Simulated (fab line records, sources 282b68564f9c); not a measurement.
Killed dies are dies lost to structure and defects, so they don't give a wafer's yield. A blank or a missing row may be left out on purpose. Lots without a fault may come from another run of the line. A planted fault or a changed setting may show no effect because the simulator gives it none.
Split-lot experiment | flow rit_cmos | 5 lots, 23 wafers read, on a route of 202 steps

THE SPLIT
At RIT_SILICIDE_SPUTTER_01 (material Ti, target thk 30 nm, time 240 s), the setting time_s was moved away from the recipe's 240 s on 7 of the 23 wafers read, by -14.1% to +12.5%. The other wafers ran this setting at the recipe's value.

FROM THE SPLIT TO THE READING: what the file shows between them, 1 step
- RIT_SILICIDE_RS_MEAS_02: measures by four-point-probe

THE READING
SILICIDE_TI_THK, in nm, at RIT_SILICIDE_THK_MEAS_03 (measures by xrf). Fault-free wafers of this fab line usually give 30.2 nm, standard deviation 0.42 nm.

wafer  | tool, chamber at the split | time_s as run, s | against the recipe | SILICIDE_TI_THK, nm | against lot-mates on the recipe
L074.1 | pvd_sputter-04, -          | 270.1            | +12.5%             | 34.7                | +4.0
L074.2 | pvd_sputter-04, -          | 270.1            | +12.5%             | 34.5                | +3.8
L074.3 | pvd_sputter-04, -          | 270.1            | +12.5%             | 34.1                | +3.4
L074.4 | pvd_sputter-04, -          | 240              | recipe             | 30.7                | -
L074.6 | pvd_sputter-04, -          | 240              | recipe             | 30.8                | -
L075.1 | pvd_sputter-04, -          | 240              | recipe             | 30.9                | -
L075.2 | pvd_sputter-04, -          | 226.2            | -5.8%              | 28.9                | -1.7
L075.3 | pvd_sputter-04, -          | 240              | recipe             | 30.5                | -
L075.4 | pvd_sputter-04, -          | 226.2            | -5.8%              | 28.7                | -1.9
L075.5 | pvd_sputter-04, -          | 240              | recipe             | 30.4                | -
L078.1 | pvd_sputter-03, -          | 240              | recipe             | 30.6                | -
L078.2 | pvd_sputter-03, -          | 240              | recipe             | 30.1                | -
L078.4 | pvd_sputter-03, -          | 206.2            | -14.1%             | 26.1                | -4.2
L078.5 | pvd_sputter-03, -          | 240              | recipe             | 30.1                | -
L078.6 | pvd_sputter-03, -          | 206.2            | -14.1%             | 25.9                | -4.4
L079.3 | pvd_sputter-04, -          | 240              | recipe             | 30.3                | -
L079.4 | pvd_sputter-04, -          | 240              | recipe             | 29.9                | -
L079.5 | pvd_sputter-04, -          | 240              | recipe             | 30.0                | -
L084.1 | pvd_sputter-03, -          | 240              | recipe             | 30.1                | -
L084.2 | pvd_sputter-03, -          | 240              | recipe             | 29.4                | -
L084.4 | pvd_sputter-03, -          | 240              | recipe             | 29.9                | -
L084.5 | pvd_sputter-03, -          | 240              | recipe             | 29.7                | -
L084.6 | pvd_sputter-03, -          | 240              | recipe             | 30.0                | -

THE FIT
A straight line over all 23 wafers: SILICIDE_TI_THK changes by +0.314 nm for each +1% of time_s; r = +0.98; the points scatter about the line by 0.39 nm.
The same after taking each lot's own level away (the mean of its wafers on the recipe; 23 wafers): +0.299 nm for each +1%; r = +0.99; scatter 0.21 nm.
On that fit, the largest move of time_s shifts the reading by 4.2 nm.
The lots' own levels span 29.82 to 30.75 nm, that is 2.2 times the standard deviation above.
So the lot-to-lot level changes the slope little: the two slopes agree.
Check: with one of the wafers moved furthest among these (-14.1%) left out of the fit, the line predicts -4.25 nm for it against its lot-mates. It came out at -4.17 nm against them.

OTHER SPLITS ON THESE WAFERS
These wafers also went through other splits before the reading. Each is held against what the fit with the lots' levels taken away leaves over:
other split on the same wafers | wafers away from the commonest value | r with SILICIDE_TI_THK (lot level and that fit taken away)
RIT_SPACER_CLEAN_00 time_s     | 15                                   | +0.05
RIT_PSD_IMPLANT_08 energy_kev  | 10                                   | +0.20

THE WHOLE CHAIN: every reading that the file lists as answering this split, in the file's order
step                     | what it does                              | reading                                                                           | change (the file's fit)               | r (the file's)
RIT_SILICIDE_SPUTTER_01  | material Ti, target thk 30 nm, time 240 s | Ti_of_SILICIDE_SPUTTER_01.thk_nm (the simulator's own value, which no gauge read) | +0.295 nm for each +1% of the setting | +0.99
RIT_SILICIDE_RS_MEAS_02  | measures by four-point-probe              | SILICIDE_TI_RS                                                                    | -0.603 for each +1% of the setting    | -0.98
RIT_SILICIDE_THK_MEAS_03 | measures by xrf                           | SILICIDE_TI_THK                                                                   | +0.298 for each +1% of the setting    | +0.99

THE FILE'S OWN FIT
SILICIDE_TI_THK changes by +0.298 nm for each +1% of time_s, r = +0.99.
